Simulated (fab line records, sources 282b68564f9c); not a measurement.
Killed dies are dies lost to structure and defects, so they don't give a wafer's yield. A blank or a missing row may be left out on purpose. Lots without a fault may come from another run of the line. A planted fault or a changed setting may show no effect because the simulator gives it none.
Which tool did it? | flow rit_cmos | 14 lots, 42 wafers sampled, at 3 steps of a route of 202

WHAT THE GAUGES READ, wafer by wafer
RIT_NSD_TW_MEAS_10.
lot  | measured    | on            | NSD_TW
L563 | day 3 07:27 | film_metro-02 | 3090 3069 3080
L564 | day 3 11:15 | film_metro-01 | 3122 3124 3112
L565 | day 3 17:08 | film_metro-01 | 3097 3150 3139
L566 | day 4 02:43 | film_metro-02 | 3089 3074 3070
L567 | day 4 04:37 | film_metro-02 | 3092 3075 3072
L569 | day 4 13:11 | film_metro-02 | 3469 3433 3450
L574 | day 5 22:13 | film_metro-02 | 3436 3443 3453
L575 | day 6 00:13 | film_metro-01 | 3108 3117 3124
L578 | day 6 17:05 | film_metro-02 | 3076 3085 3096
L580 | day 6 20:31 | film_metro-02 | 3080 3079 3069
L581 | day 7 05:20 | film_metro-03 | 3125 3135 3127
L582 | day 7 10:32 | film_metro-01 | 3085 3100 3095
L584 | day 8 00:35 | film_metro-01 | 3111 3124 3104
L585 | day 8 03:09 | film_metro-03 | 3139 3127 3133

RIT_SDANNEAL_RS_MEAS_05: measures by four-point-probe.
lot  | measured    | on            | NSD_RS (ohm/sq)
L563 | day 3 09:29 | film_metro-03 | 84.39 84.51 84.67
L564 | day 3 13:24 | film_metro-02 | 85.09 84.61 84.72
L565 | day 3 19:18 | film_metro-03 | 84.10 83.89 83.96
L566 | day 4 04:55 | film_metro-02 | 84.77 84.94 84.65
L567 | day 4 06:39 | film_metro-03 | 84.48 84.27 84.56
L569 | day 4 15:12 | film_metro-02 | 54.15 54.14 54.18
L574 | day 6 00:16 | film_metro-02 | 54.16 54.14 54.23
L575 | day 6 02:16 | film_metro-02 | 84.84 84.70 84.88
L578 | day 6 19:15 | film_metro-03 | 84.50 84.20 84.19
L580 | day 6 23:05 | film_metro-01 | 84.78 85.04 85.02
L581 | day 7 07:36 | film_metro-03 | 84.32 84.23 84.62
L582 | day 7 12:37 | film_metro-03 | 84.58 84.62 84.56
L584 | day 8 02:57 | film_metro-01 | 84.46 84.50 84.38
L585 | day 8 05:12 | film_metro-02 | 84.53 84.56 84.84

WHICH TOOL RAN EACH LOT (tool, then ch and the chambers of the sampled wafers, then the start)
lot  | RIT_NSD_IMPLANT_08
L563 | implanter-04 ch 0, day 3 07:08
L564 | implanter-02 ch 0, day 3 10:56
L565 | implanter-02 ch 0, day 3 16:50
L566 | implanter-04 ch 0, day 4 02:23
L567 | implanter-04 ch 0, day 4 04:19
L569 | implanter-02 ch 0, day 4 12:51
L574 | implanter-02 ch 0, day 5 21:53
L575 | implanter-03 ch 0, day 5 23:54
L578 | implanter-03 ch 0, day 6 16:46
L580 | implanter-04 ch 0, day 6 20:12
L581 | implanter-03 ch 0, day 7 05:02
L582 | implanter-04 ch 0, day 7 10:14
L584 | implanter-02 ch 0, day 8 00:16
L585 | implanter-03 ch 0, day 8 02:52
- RIT_NSD_IMPLANT_08

WHAT THE TOOLS THEMSELVES READ (means of the sampled wafers that have a number; where no wafer has one, the mark that the record gives instead)
RIT_NSD_IMPLANT_08.
lot  | tool         | dose_ions_cm2 | end_station_pressure_torr (Torr) | faraday_current_uA | tilt_deg (degrees)
L563 | implanter-04 | 9.9977e+14    | 7.3e-06                          | 3148               | 7.013
L564 | implanter-02 | 9.9887e+14    | 7.4e-06                          | 3120               | 6.992
L565 | implanter-02 | 1.0006e+15    | 7.6e-06                          | 3092               | 6.978
L566 | implanter-04 | 1.0010e+15    | 7.3e-06                          | 3126               | 7.033
L567 | implanter-04 | 1.0001e+15    | 7.7e-06                          | 3166               | 6.992
L569 | implanter-02 | 1.8746e+15    | 9.7e-06                          | 5837               | 6.995
L574 | implanter-02 | 1.8743e+15    | 9.6e-06                          | 5815               | 7.013
L575 | implanter-03 | 1.0007e+15    | 7.2e-06                          | 3167               | 7.007
L578 | implanter-03 | 1.0004e+15    | 7.2e-06                          | 3136               | 6.990
L580 | implanter-04 | 1.0002e+15    | 7.2e-06                          | 3096               | 6.996
L581 | implanter-03 | 1.0002e+15    | 7.6e-06                          | 3134               | 6.992
L582 | implanter-04 | 9.9987e+14    | 7.6e-06                          | 3174               | 7.014
L584 | implanter-02 | 9.9943e+14    | 7.4e-06                          | 3093               | 6.996
L585 | implanter-03 | 1.0002e+15    | 7.4e-06                          | 3116               | 7.004

THE ANSWER, worked out from the rows above alone
Rule: what is usual is taken from the lots themselves. Put in order of their means at a reading, lots are off if they are a third of the lots or fewer, leave a main group of 4 or more, and stand apart from it by a gap of 3 or more times the standard deviation of the main group's means; of several such gaps the widest counts. A main group whose means are all the same, to the digits that the tables above print for the reading, isn't used. A lot without any number at a reading at which 4 lots or more have one is off too. The other lots that the step has rows for count as sound. The gauges are gone through in route order, then the tools' own readings, and for those a lot's mean is taken as printed above. The first step at which some lot is off is used, and at that step the reading that is off furthest; a lot without a number counts as furthest.
Off: L569, L574, at RIT_NSD_TW_MEAS_10 (NSD_TW). The main group: mean 3103, standard deviation 22.
A tool fits if, at a process step before that reading, it ran every lot that is off, and no sound lot after the first of them. The gauges at RIT_NSD_TW_MEAS_10 aren't tried: what is off there is off at RIT_NSD_IMPLANT_08 too, on other tools, and a gauge's error can't cause that. None of those tried fits.

WHAT THE SIMULATOR HAD PUT IN
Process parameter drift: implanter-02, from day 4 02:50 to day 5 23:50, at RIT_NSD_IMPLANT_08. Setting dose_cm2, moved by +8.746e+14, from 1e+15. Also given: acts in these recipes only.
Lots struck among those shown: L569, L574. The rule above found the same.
